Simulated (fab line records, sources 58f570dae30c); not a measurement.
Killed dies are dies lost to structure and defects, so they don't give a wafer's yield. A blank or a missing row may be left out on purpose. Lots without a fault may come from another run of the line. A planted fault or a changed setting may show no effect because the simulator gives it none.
Tool commonality check | flow berkeley_cmos170 | 15 lots, 45 wafers sampled

WHY IT WAS OPENED
At UCB170_NLDD_TW_MEAS_11 the reading NLDD_TW is flagged on 3 of 15 lots. Wafers without a fault read 2218, standard deviation 17.
Rule: a lot is flagged when every wafer of it that has a number lies more than 4 standard deviations from that mean, or none has a number. The other lots count as sound.

lot  | measured     | on            | NLDD_TW, wafer by wafer | flag
L344 | day 8 05:26  | film_metro-01 | 2223 2235 2238          |
L345 | day 8 05:44  | film_metro-01 | 2224 2220 2225          |
L349 | day 9 01:00  | film_metro-03 | 2216 2224 2232          |
L347 | day 9 01:05  | film_metro-01 | 2227 2231 2226          |
L346 | day 9 01:22  | film_metro-03 | 2213 2207 2210          |
L350 | day 9 01:34  | film_metro-01 | 2234 2235 2225          |
L351 | day 9 01:51  | film_metro-02 | 2186 2188 2167          |
L353 | day 9 05:29  | film_metro-03 | 2216 2215 2210          |
L354 | day 9 19:50  | film_metro-02 | 2182 2189 2184          |
L355 | day 9 20:37  | film_metro-03 | 2212 2213 2214          |
L357 | day 10 08:29 | film_metro-03 | 2070 2060 2070          | FLAGGED
L358 | day 10 08:44 | film_metro-01 | 2234 2223 2223          |
L356 | day 10 09:03 | film_metro-01 | 2069 2068 2069          | FLAGGED
L359 | day 10 20:15 | film_metro-01 | 2065 2069 2060          | FLAGGED
L366 | day 12 05:04 | film_metro-02 | 2192 2188 2190          |
The numbers of the flagged lots are 2067 on average: -151 against the usual, or -9 standard deviations.

WHICH TOOL RAN EACH LOT
The record holds 3 process steps before the reading, out of a route of 331 steps. In each cell: the tool, then ch and the chambers that the sampled wafers went through, then the start.
lot  | flag    | UCB170_ACTIVE_STRIP_16              | UCB170_PVT_STRIP_08                  | UCB170_NLDD_IMPLANT_08
L344 |         | plasma_asher-02 ch 0,1, day 5 14:10 | plasma_asher-03 ch 0,1, day 7 08:31  | implanter-04 ch 0, day 8 05:04
L345 |         | plasma_asher-02 ch 0,1, day 5 13:55 | plasma_asher-03 ch 0,1, day 7 09:38  | implanter-01 ch 0, day 8 05:22
L349 |         | plasma_asher-02 ch 0,1, day 6 13:27 | plasma_asher-03 ch 1, day 8 04:13    | implanter-04 ch 0, day 9 00:36
L347 |         | plasma_asher-02 ch 0,1, day 6 09:24 | plasma_asher-02 ch 0,1, day 8 04:13  | implanter-01 ch 0, day 9 00:43
L346 |         | plasma_asher-01 ch 0,1, day 6 09:08 | plasma_asher-02 ch 0,1, day 8 04:29  | implanter-04 ch 0, day 9 00:58
L350 |         | plasma_asher-03 ch 0, day 6 08:51   | plasma_asher-03 ch 0, day 8 04:29    | implanter-01 ch 0, day 9 01:11
L351 |         | plasma_asher-01 ch 0,1, day 6 09:43 | plasma_asher-02 ch 0,1, day 8 03:58  | implanter-04 ch 0, day 9 01:29
L353 |         | plasma_asher-01 ch 0,1, day 6 21:50 | plasma_asher-02 ch 0,1, day 8 11:37  | implanter-01 ch 0, day 9 05:05
L354 |         | plasma_asher-01 ch 0,1, day 7 05:38 | plasma_asher-04 ch 0,1, day 8 23:47  | implanter-01 ch 0, day 9 19:26
L355 |         | plasma_asher-02 ch 0,1, day 7 05:22 | plasma_asher-02 ch 0,1, day 9 00:19  | implanter-04 ch 0, day 9 20:13
L357 | FLAGGED | plasma_asher-01 ch 0,1, day 7 17:26 | plasma_asher-02 ch 0,1, day 9 10:19  | implanter-01 ch 0, day 10 08:05
L358 |         | plasma_asher-02 ch 0,1, day 7 17:44 | plasma_asher-03 ch 0,1, day 9 11:31  | implanter-02 ch 0, day 10 08:22
L356 | FLAGGED | plasma_asher-02 ch 0,1, day 7 17:04 | plasma_asher-02 ch 0,1, day 9 12:13  | implanter-01 ch 0, day 10 08:38
L359 | FLAGGED | plasma_asher-03 ch 0,1, day 8 09:44 | plasma_asher-03 ch 0,1, day 9 23:25  | implanter-01 ch 0, day 10 19:52
L366 |         | plasma_asher-01 ch 0,1, day 9 14:34 | plasma_asher-04 ch 0,1, day 11 07:22 | implanter-04 ch 0, day 12 04:36
What these steps do:
- UCB170_ACTIVE_STRIP_16: strips in O2.
- UCB170_PVT_STRIP_08: strips in O2.
- UCB170_NLDD_IMPLANT_08
- UCB170_NLDD_TW_MEAS_11

FLAGGED OVER TOTAL, TOOL BY TOOL (the gauges that took the reading come last)
step                   | tool            | lots run | flagged | share of the flagged lots | sound lots run after its first flagged lot
UCB170_ACTIVE_STRIP_16 | plasma_asher-01 | 6        | 1       | some                      | 1 (L366)
UCB170_ACTIVE_STRIP_16 | plasma_asher-02 | 7        | 1       | some                      | 1 (L358)
UCB170_ACTIVE_STRIP_16 | plasma_asher-03 | 2        | 1       | some                      | 0
UCB170_PVT_STRIP_08    | plasma_asher-02 | 7        | 2       | some                      | 0
UCB170_PVT_STRIP_08    | plasma_asher-03 | 6        | 1       | some                      | 0
UCB170_PVT_STRIP_08    | plasma_asher-04 | 2        | 0       | none                      | -
UCB170_NLDD_IMPLANT_08 | implanter-01    | 8        | 3       | all                       | 0
UCB170_NLDD_IMPLANT_08 | implanter-02    | 1        | 0       | none                      | -
UCB170_NLDD_IMPLANT_08 | implanter-04    | 6        | 0       | none                      | -
UCB170_NLDD_TW_MEAS_11 | film_metro-01   | 7        | 2       | some                      | 0
UCB170_NLDD_TW_MEAS_11 | film_metro-02   | 3        | 0       | none                      | -
UCB170_NLDD_TW_MEAS_11 | film_metro-03   | 5        | 1       | some                      | 0

WHAT THE TABLE ALLOWS
1 row of the table ran every flagged lot: implanter-01 at UCB170_NLDD_IMPLANT_08.
- implanter-01 at UCB170_NLDD_IMPLANT_08: 3 of its 8 lots flagged. Its last sound lot is L354 (day 9 19:26), its first flagged lot L357 (day 10 08:05): a fault that began between those two fits. Its own readings lie more than 4 standard deviations out on every wafer of the flagged lots: dose_ions_cm2, faraday_current_uA.
One tool is left: implanter-01 at UCB170_NLDD_IMPLANT_08.

WHAT THE SIMULATOR HAD PUT IN
Process parameter drift: implanter-01, from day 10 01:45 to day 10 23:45, at UCB170_NLDD_IMPLANT_08. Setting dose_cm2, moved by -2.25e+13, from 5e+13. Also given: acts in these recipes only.
Lots struck among those shown: L357, L356, L359. The rule above found the same.
